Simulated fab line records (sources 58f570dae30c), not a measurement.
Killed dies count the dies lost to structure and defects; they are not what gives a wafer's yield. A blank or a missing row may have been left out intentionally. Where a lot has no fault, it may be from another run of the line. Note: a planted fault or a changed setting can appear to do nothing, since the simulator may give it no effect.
Which tool was responsible?    flow berkeleyCmos170    14 lots with 42 wafers sampled at 5 steps, on a route of 331 steps

== WHAT THE GAUGES SHOWED, per wafer ==
UCB170_START_BOW_MEAS_00.
lot   measured     on            INCOMING_BOW (um)
L835  day 1 10:02  filmMetro-03  -1 3 8
L836  day 1 15:00  filmMetro-01  0 12 -2
L837  day 1 20:01  filmMetro-03  -9 -1 -1
L838  day 2 01:02  filmMetro-03  -1 5 2
L839  day 2 06:02  filmMetro-04  7 6 -9
L842  day 2 21:00  filmMetro-03  3 1 12
L845  day 3 12:00  filmMetro-01  9 2 15
L847  day 3 22:05  filmMetro-01  2 5 2
L850  day 4 13:00  filmMetro-03  -2 3 6
L852  day 4 23:01  filmMetro-04  1 -8 9
L853  day 5 04:00  filmMetro-04  -1 -1 -2
L855  day 5 14:00  filmMetro-01  -8 -1 6
L856  day 5 19:00  filmMetro-03  -9 -7 11
L857  day 6 00:00  filmMetro-01  -2 6 8

UCB170_PFIELD_TW_MEAS_09.
lot   measured     on            PFIELD_TW
L835  day 4 15:40  filmMetro-01  607 610 607
L836  day 4 15:56  filmMetro-01  604 610 607
L837  day 5 11:28  filmMetro-02  607 609 606
L838  day 5 11:53  filmMetro-01  607 605 610
L839  day 5 16:59  filmMetro-03  594 593 594
L842  day 6 10:55  filmMetro-02  601 604 602
L845  day 6 18:56  filmMetro-03  588 588 587
L847  day 6 19:19  filmMetro-03  588 587 588
L850  day 7 23:11  filmMetro-02  606 608 602
L852  day 7 23:44  filmMetro-02  553 559 555
L853  day 8 04:50  filmMetro-03  595 590 590
L855  day 8 22:08  filmMetro-03  591 592 591
L856  day 9 05:34  filmMetro-01  553 551 553
L857  day 9 05:58  filmMetro-02  606 607 606

UCB170_NSD_OVL_MEAS_07.
lot   measured      on          NSD_OVL (nm)
L835  day 7 05:32   overlay-02  16 14 17
L836  day 7 05:43   overlay-01  11 0 -3
L837  day 8 04:23   overlay-02  0 -7 -4
L838  day 8 04:12   overlay-01  6 7 12
L839  day 8 10:11   overlay-01  12 2 13
L842  day 9 06:35   overlay-01  3 7 4
L845  day 9 10:24   overlay-01  6 12 10
L847  day 9 11:08   overlay-01  0 1 -5
L850  day 10 19:38  overlay-01  7 -4 -2
L852  day 10 19:46  overlay-02  2 5 5
L853  day 10 19:05  overlay-02  6 9 7
L855  day 11 15:53  overlay-02  5 -4 6
L856  day 11 23:53  overlay-01  3 -2 -6
L857  day 11 23:38  overlay-02  13 10 9

== WHICH TOOL RAN EACH LOT (tool, then ch and the chambers of the sampled wafers, then the start) ==
lot   UCB170_PFIELD_IMPLANT_07        UCB170_NLDD_STRIP_10
L835  implanter-02 ch 0, day 4 15:25  plasmaAsher-03 ch 0,1, day 6 19:56
L836  implanter-04 ch 0, day 4 15:41  plasmaAsher-04 ch 0,1, day 6 19:44
L837  implanter-01 ch 0, day 5 11:14  plasmaAsher-03 ch 0,1, day 7 19:13
L838  implanter-01 ch 0, day 5 11:40  plasmaAsher-03 ch 0,1, day 7 18:42
L839  implanter-01 ch 0, day 5 16:46  plasmaAsher-01 ch 0,1, day 8 00:02
L842  implanter-02 ch 0, day 6 10:40  plasmaAsher-01 ch 0,1, day 8 22:37
L845  implanter-02 ch 0, day 6 18:41  plasmaAsher-03 ch 0,1, day 9 01:50
L847  implanter-04 ch 0, day 6 19:07  plasmaAsher-03 ch 0,1, day 9 03:10
L850  implanter-04 ch 0, day 7 22:56  plasmaAsher-03 ch 0,1, day 10 10:37
L852  implanter-02 ch 0, day 7 23:30  plasmaAsher-04 ch 0,1, day 10 10:21
L853  implanter-04 ch 0, day 8 04:35  plasmaAsher-03 ch 0,1, day 10 09:11
L855  implanter-04 ch 0, day 8 21:53  plasmaAsher-01 ch 0,1, day 11 07:09
L856  implanter-02 ch 0, day 9 05:19  plasmaAsher-03 ch 0,1, day 11 15:23
L857  implanter-04 ch 0, day 9 05:43  plasmaAsher-03 ch 0,1, day 11 14:59
- UCB170_PFIELD_IMPLANT_07
- UCB170_NLDD_STRIP_10: strips in O2.

== AS READ BY THE TOOLS THEMSELVES (means over the sampled wafers that have a number; for cases with no such wafer, the mark the record gives instead) ==
UCB170_PFIELD_IMPLANT_07.
lot   tool          doseIonsCm2  faradayCurrentUA
L835  implanter-02  2e+13        63.9
L836  implanter-04  2e+13        62.8
L837  implanter-01  2e+13        63.5
L838  implanter-01  2e+13        63.3
L839  implanter-01  2e+13        64.4
L842  implanter-02  2e+13        63.1
L845  implanter-02  2e+13        63.7
L847  implanter-04  2e+13        63.0
L850  implanter-04  2e+13        64.1
L852  implanter-02  2e+13        48.8
L853  implanter-04  2e+13        62.9
L855  implanter-04  2e+13        62.1
L856  implanter-02  2e+13        48.3
L857  implanter-04  2e+13        63.1

UCB170_NLDD_STRIP_10.
lot   tool            drypumpMotorCurrentA (A)  oesProductAu (a.u.)  stripTimeToEndpointS (s)
L835  plasmaAsher-03  5.3                       0.739                21.73
L836  plasmaAsher-04  6.1                       0.727                21.67
L837  plasmaAsher-03  5.3                       0.734                21.67
L838  plasmaAsher-03  5.3                       0.736                21.65
L839  plasmaAsher-01  5.5                       0.734                21.77
L842  plasmaAsher-01  6.0                       0.739                21.74
L845  plasmaAsher-03  5.3                       0.735                21.67
L847  plasmaAsher-03  5.3                       0.736                21.63
L850  plasmaAsher-03  5.7                       0.732                21.64
L852  plasmaAsher-04  5.6                       0.733                21.68
L853  plasmaAsher-03  5.3                       0.735                21.76
L855  plasmaAsher-01  5.6                       0.733                21.62
L856  plasmaAsher-03  5.3                       0.731                21.72
L857  plasmaAsher-03  5.3                       0.732                21.69

== THE ANSWER, worked out from the rows above alone ==
Rule: what is usual is taken from the lots themselves. Put in order of their means at a reading, lots are off if they are a third of the lots or fewer, leave a main group of 4 or more, and stand apart from it by a gap of 3 or more times the standard deviation of the main group's means; of several such gaps the widest counts. A main group is skipped when, at the precision printed for the reading in the tables above, its means are all equal. Also off: a lot with no number at a reading for which 4 or more lots have one. The other lots that the step has rows for count as sound. The gauges are gone through in route order, then the tools' own readings, and for those a lot's mean is taken as printed above. At the first step where some lot is off, the reading lying furthest off is the one used; lots without a number count as furthest.
Off: L852, L856, seen at UCB170_PFIELD_TW_MEAS_09 (PFIELD_TW). For the main group the mean is 600 and the standard deviation 8.1.
If a tool, at a process step before that reading, ran all the lots that are off and no sound lot after the first of them, it fits. The gauges at UCB170_PFIELD_TW_MEAS_09 aren't tried: what is off there is off at UCB170_PFIELD_IMPLANT_07 too, on other tools, and a gauge's error can't cause that. One candidate fits, namely implanter-02 at UCB170_PFIELD_IMPLANT_07. A fault onset in the window from L845 (day 6 18:41, its last sound lot) to L852 (day 7 23:30, its first lot off) fits.
The tool's own readings at UCB170_PFIELD_IMPLANT_07 bear it out: on the lots that are off they differ by more than 5 times the standard deviation of the sound lots' means. faradayCurrentUA reads 48.5 there against 63.3 on the sound lots.

== WHAT WAS PUT IN BY THE SIMULATOR ==
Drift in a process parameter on implanter-02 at UCB170_PFIELD_IMPLANT_07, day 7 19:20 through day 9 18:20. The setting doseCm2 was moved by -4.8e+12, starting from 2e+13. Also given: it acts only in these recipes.
Lots struck among those shown: L852, L856. The rule above found the same.
